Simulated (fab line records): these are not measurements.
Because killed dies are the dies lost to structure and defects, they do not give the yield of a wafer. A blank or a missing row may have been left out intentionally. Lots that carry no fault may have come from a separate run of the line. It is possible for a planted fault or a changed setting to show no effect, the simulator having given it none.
8D (eight disciplines) problem report, filled in by code    flow rit cmos    the parts of the form that need people (team, actions taken, sign-off) are left out

== 1. PROBLEM STATEMENT ==
At RIT_M1_PROBE_99, killed on rim averages 9.0 over 3 wafers from 2 lots, while fault-free wafers read 1.9, standard deviation 1.4. Relative to the usual mean, that is a shift of +5.1 standard deviations.
Seen first at day 6 23:23 on prober-02, wafer L443.1. At this step, 42 wafers from 14 lots have a number in the record. By rule, "out" or "out of limits" means more than 4 standard deviations away from the usual mean. All remaining wafers that have a number are taken as sound.

== 2. WHAT IT IS, AND WHAT IT ISN'T ==
question                     is                      is not
which readings at this step  killed on rim           killed at contacts, killed open, killed short
which lots                   L443, L446              L426, L428, L429, L431, L432, L433, L434, L435, L437, L438, L439, L442
which wafers of those lots   L443.1, L443.6, L446.1  L443.5, L446.2, L446.6
read on which tools          prober-01, prober-02    -
when                         from day 6 23:23        up to then (36 sound wafers); but 3 sound wafers of L443, L446 came after

== 3. WHAT RULES OUT EACH SUSPECT ==
Counting: if a tool at a process step up to the reading ran every lot that is out, it stays a suspect. Sound lots after the first of them don't rule it out here, since some wafers of a struck lot are sound.
- plasma asher-02 at RIT_PRETRO_STRIP_09 (strips in O2, time 180 s): kept. It processed each lot that is out (first: L443, day 5 22:26); up to then, its last sound lot is L438 (day 4 21:43).
- The sound lot-mates ran in chamber 0 of plasma asher-02 at RIT_PRETRO_STRIP_09, but the wafers that are out ran in chamber 1.
Left after counting: plasma asher-02 at RIT_PRETRO_STRIP_09.

== 4. THE CAUSE (what the simulator had put in) ==
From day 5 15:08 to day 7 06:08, plasma asher-02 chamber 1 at RIT_PRETRO_STRIP_09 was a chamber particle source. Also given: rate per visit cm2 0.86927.
The count eliminated every tool but this one.

== 5. THE EFFECT CHAIN, in route order ==
One row per reading whose mean, taken over the struck wafers that have a number, lies over 3 standard deviations from the usual. Only readings for which the record gives a usual standard deviation are gone through. hours: the time from each lot's start at the first step in this table that gives one to its start at this step, as a median over the lots. sigmas: the change in usual standard deviations.
hours  step             reading        usual  on struck wafers  change  sigmas
0      RIT_M1_PROBE_99  killed on rim  1.9    9.0               +7.1    +5.1
It contains these process steps:
- RIT_M1_PROBE_99

== 6. WHAT WOULD HAVE CAUGHT IT SOONER ==
32 hours passed between the start of the fault at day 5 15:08 and the first reading out of limits in this record, taken at day 6 23:23.
Tool readings at RIT_PRETRO_STRIP_09 with a usual standard deviation given in the record: none out on any struck wafer, hence no alarm at a limit of 4 standard deviations on them.
Each of the lots that are out, 2 in all, had begun RIT_PRETRO_STRIP_09 on plasma asher-02 no later than day 6 23:23. Tool hold at that time: it would have spared none of them.
